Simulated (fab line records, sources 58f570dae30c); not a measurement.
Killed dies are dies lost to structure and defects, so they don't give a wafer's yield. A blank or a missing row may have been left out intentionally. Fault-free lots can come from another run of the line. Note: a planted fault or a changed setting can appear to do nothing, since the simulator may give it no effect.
Commonality check across tools    flow berkeley cmos170    Sample size 15 lots and 45 wafers

WHAT PROMPTED THE OPENING
Of 15 lots, 3 have the reading ACTIVE_OXIDE_THK flagged at UCB170_ACTIVE_THK_MEAS_03. Fault-free wafers read 26.2 nm, with a standard deviation of 0.44.
Rule: a lot is flagged when every wafer of it that has a number lies more than 4 standard deviations from that mean, or none has a number. The other lots count as sound.

lot   measured     on             ACTIVE_OXIDE_THK (nm), wafer by wafer  flag
L117  day 4 06:49  film metro-02  26.1 26.0 26.0                         
L119  day 4 13:14  film metro-01  26.6 26.7 26.1                         
L120  day 5 01:31  film metro-01  26.2 25.7 26.1                         
L121  day 5 09:26  film metro-01  27.0 26.8 27.2                         
L122  day 5 09:30  film metro-01  26.7 26.4 26.9                         
L123  day 5 09:34  film metro-01  27.1 27.4 27.4                         
L125  day 5 17:58  film metro-02  27.1 26.9 26.7                         
L124  day 5 17:58  film metro-01  26.4 26.7 26.6                         
L126  day 6 06:11  film metro-02  26.0 26.1 25.8                         
L127  day 6 18:01  film metro-01  26.3 25.8 25.9                         
L129  day 7 03:47  film metro-04  39.8 40.1 38.9                         FLAGGED
L130  day 7 03:48  film metro-02  38.2 39.1 38.6                         FLAGGED
L131  day 7 17:50  film metro-02  38.3 38.6 38.5                         FLAGGED
L133  day 7 21:55  film metro-01  26.5 26.6 26.3                         
L137  day 9 02:41  film metro-02  26.1 25.9 26.3                         
On average the flagged lots' numbers are 38.9 nm, which is +12.7 nm against the usual, or +29 standard deviations.

TOOL THAT RAN EACH LOT
The record keeps 1 process step preceding the reading, out of 331 steps on the route. Every cell lists first the tool, next ch and the chambers used by the sampled wafers, and last the start.
lot   flag     UCB170_ACTIVE_OXIDATION_02
L117           furnace-01 ch 0, day 4 05:28
L119           furnace-02 ch 0, day 4 11:53
L120           furnace-02 ch 0, day 5 00:10
L121           furnace-01 ch 0, day 5 08:05
L122           furnace-01 ch 0, day 5 08:05
L123           furnace-01 ch 0, day 5 08:05
L125           furnace-01 ch 0, day 5 16:37
L124           furnace-01 ch 0, day 5 16:37
L126           furnace-02 ch 0, day 6 04:50
L127           furnace-01 ch 0, day 6 16:40
L129  FLAGGED  furnace-04 ch 0, day 6 22:05
L130  FLAGGED  furnace-04 ch 0, day 6 22:05
L131  FLAGGED  furnace-01 ch 0, day 7 11:35
L133           furnace-01 ch 0, day 7 20:32
L137           furnace-02 ch 0, day 9 01:20
What these steps do:
- UCB170_ACTIVE_OXIDATION_02: target thk 26.4 nm, ox time 1260 s.
- UCB170_ACTIVE_THK_MEAS_03

FLAGGED OVER TOTAL, TOOL BY TOOL (the gauges that took the reading come last)
step                        tool           lots run  flagged  share of the flagged lots  sound lots run after its first flagged lot
UCB170_ACTIVE_OXIDATION_02  furnace-01     9         1        some                       1 (L133)
UCB170_ACTIVE_OXIDATION_02  furnace-02     4         0        none                       -
UCB170_ACTIVE_OXIDATION_02  furnace-04     2         2        some                       0
UCB170_ACTIVE_THK_MEAS_03   film metro-01  8         0        none                       -
UCB170_ACTIVE_THK_MEAS_03   film metro-02  6         2        some                       1 (L137)
UCB170_ACTIVE_THK_MEAS_03   film metro-04  1         1        some                       0

WHAT IS ALLOWED BY THE TABLE
No row of the table ran every flagged lot.

WHAT HAD BEEN PUT IN BY THE SIMULATOR
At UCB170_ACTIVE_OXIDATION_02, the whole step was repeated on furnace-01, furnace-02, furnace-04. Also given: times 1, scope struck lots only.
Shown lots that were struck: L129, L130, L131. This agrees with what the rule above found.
